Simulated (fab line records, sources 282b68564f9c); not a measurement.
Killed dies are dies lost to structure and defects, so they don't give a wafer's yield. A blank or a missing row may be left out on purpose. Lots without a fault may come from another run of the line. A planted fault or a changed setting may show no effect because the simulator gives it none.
A struck lot beside a sound one | flow rit_cmos | 14 steps out of a route of 202
Sound: wafers L973.1, L973.3, L973.5. Struck: wafers L983.1, L983.4, L983.5. The cause comes at the end.
At each step with rows: each side's tool, then ch and its chambers, then its first start. Under that, the readings that differ: sound wafers | struck wafers | difference of the means | sigmas: that difference in standard deviations of wafers without a fault.
alike: readings whose means differ by less than 2 such deviations, and words and numbers that are the same on both sides. not compared: withheld readings, readings that some wafer has no value for, bounds like >300 that may hide the same value, and numbers for which the record gives no deviation and whose values overlap.
The two part at a step that has a row with sigmas, a row that says differs or no value, or rows on one side only. Numbers that don't overlap but have no deviation are shown without sigmas and don't part them. A reading that every wafer of one side lacks parts them only if that side has two wafers or more.

RIT_SILICIDE_SPUTTER_01: material Ti, target thk 30 nm, time 240 s.
  sound on pvd_sputter-03, day 4 00:55; struck on pvd_sputter-04, day 5 15:28
  alike: throttle_valve_pct
RIT_SILICIDE_RS_MEAS_02: measures by four-point-probe.
  sound on film_metro-02, day 4 01:04; struck on film_metro-02, day 5 15:37
  alike: SILICIDE_TI_RS
RIT_SILICIDE_THK_MEAS_03: measures by xrf.
  sound on film_metro-02, day 4 01:11; struck on film_metro-02, day 5 15:44
  reading              | sound          | struck         | difference | sigmas
  SILICIDE_TI_THK (nm) | 30.6 30.2 30.5 | 31.2 31.2 31.2 | +0.8       | +2
RIT_SILICIDE_RTA_04: time 10 s, ramp up 5 s, ramp down 5 s.
  sound on rtp_anneal-02 ch 0, day 4 01:15; struck on rtp_anneal-01 ch 0, day 5 15:48
  alike: wafer_temp_C_max
then, 1 step without rows for these wafers: RIT_SILICIDE_WET_ETCH_05 (etches Ti in SPM, time 120 s).
RIT_SILICIDE_RTA_06: time 10 s, ramp up 5 s, ramp down 10 s.
  sound on rtp_anneal-01 ch 0, day 4 01:22; struck on rtp_anneal-02 ch 0, day 5 15:55
  alike: wafer_temp_C_max
RIT_CONTACT_CVD_00: deposits SiO2 from TEOS, target thk 400 nm, time 61 s.
  sound on pecvd-01 ch 0,1,2, day 4 01:25; struck on pecvd-01 ch 0,1,2, day 5 15:58
  alike: heater_power_w, susceptor_temp_C
RIT_CONTACT_THK_MEAS_01:
  sound on film_metro-03, day 4 01:29; struck on film_metro-03, day 5 16:01
  alike: CONTACT_TEOS_THK
then, 4 steps without rows for these wafers: RIT_CONTACT_HMDS_02 (prime time 60 s); RIT_CONTACT_COAT_03 (resist thk 1000 nm); RIT_CONTACT_SOFTBAKE_04 (time 60 s); RIT_CONTACT_EXPOSE_05 (exposes mask M11, target cd 1000 nm).
RIT_CONTACT_PEB_06:
  sound on litho_track-01 ch 0, day 4 02:06; struck on litho_track-04, day 5 17:04
  reading         | sound          | struck | difference                    | sigmas
  exhaust_pa (Pa) | 46.0 44.9 44.9 | - - -  | no value on the struck wafers |
  not compared: chill_plate_temp_C
then, 1 step without rows for these wafers: RIT_CONTACT_DEVELOP_07 (develop time 120 s).

WHERE THEY PART
First at RIT_SILICIDE_THK_MEAS_03; last, within this record, at RIT_CONTACT_PEB_06.

WHY: what the simulator had put in
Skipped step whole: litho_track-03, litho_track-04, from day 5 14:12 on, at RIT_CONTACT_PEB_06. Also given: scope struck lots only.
